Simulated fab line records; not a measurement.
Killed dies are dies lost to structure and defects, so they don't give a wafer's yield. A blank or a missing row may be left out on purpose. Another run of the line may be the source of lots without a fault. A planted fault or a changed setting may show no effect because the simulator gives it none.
Matching of chambers + flow berkeley cmos170 + UCB170_V1_CMP_02 on cmp-01 has 4 sister chambers
The step polishes SiO2. 16 wafers are shown with their chamber, then 8 later ones without.

WAFERS PAIRED WITH THEIR CHAMBERS
| wafer  | chamber | platen rpm (rpm) | motor current A (A) |
|--------|---------|------------------|---------------------|
| L321.2 | 0       | 59.98            | 17.2                |
| L321.3 | 1       | 60.00            | 15.9                |
| L321.6 | 1       | 59.98            | 16.9                |
| L324.1 | 3       | 60.05            | 15.1                |
| L324.2 | 1       | 59.97            | 15.8                |
| L324.5 | 2       | 60.00            | 16.0                |
| L334.1 | 3       | 60.01            | 15.6                |
| L334.2 | 0       | 59.96            | 17.1                |
| L334.3 | 1       | 60.00            | 16.5                |
| L336.1 | 2       | 60.01            | 16.6                |
| L336.2 | 0       | 60.04            | 15.6                |
| L336.3 | 3       | 60.12            | 15.8                |
| L337.1 | 0       | 59.96            | 15.6                |
| L337.2 | 2       | 60.09            | 17.1                |
| L337.4 | 1       | 59.96            | 17.1                |
| L338.1 | 1       | 59.99            | 16.2                |

SIGNATURES (means of the wafers above)
| reading         | chamber 0 | chamber 1 | chamber 2 | chamber 3 | scatter within a chamber |
|-----------------|-----------|-----------|-----------|-----------|--------------------------|
| platen rpm      | 59.9850   | 59.9833   | 60.0333   | 60.0600   | 0.0373                   |
| motor current A | 16.375    | 16.400    | 16.567    | 15.500    | 0.624                    |
Rule: a wafer lies at a distance from a chamber equal to the root of the sum of squares, over the readings, of (its reading less the chamber's mean, divided by the reading's scatter). If the next closest chamber is less than 2 further off than the closest, the wafer can't be placed; otherwise it belongs to the closest. The scatter: the root of (the sum of the squares of (reading less its chamber's mean) over the shown wafers, divided by (wafers less chambers)).

WAFERS WITHOUT THEIR CHAMBER
| wafer  | platen rpm (rpm) | motor current A (A) |
|--------|------------------|---------------------|
| L338.4 | 60.08            | 15.9                |
| L338.5 | 59.97            | 16.8                |
| L340.1 | 60.03            | 16.6                |
| L340.2 | 59.97            | 16.2                |
| L340.6 | 60.01            | 17.1                |
| L343.2 | 59.97            | 16.2                |
| L343.3 | 60.02            | 15.8                |
| L343.4 | 60.06            | 16.4                |

WHICH CHAMBER EACH ONE RAN IN
| wafer  | from the rows above               | in truth |
|--------|-----------------------------------|----------|
| L338.4 | can't be placed: 3 or 2 or 0 or 1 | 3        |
| L338.5 | can't be placed: 1 or 0 or 2      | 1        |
| L340.1 | can't be placed: 2 or 0 or 1 or 3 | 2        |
| L340.2 | can't be placed: 1 or 0 or 2      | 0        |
| L340.6 | can't be placed: 2 or 1 or 0 or 3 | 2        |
| L343.2 | can't be placed: 1 or 0 or 2      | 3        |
| L343.3 | can't be placed: 3 or 2 or 0 or 1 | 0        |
| L343.4 | can't be placed: 2 or 3 or 0 or 1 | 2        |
Placed correctly: 0 of 8. Cannot be placed on the basis of these rows: 8; the candidates contain the true chamber in 7. Number placed wrongly: 0.
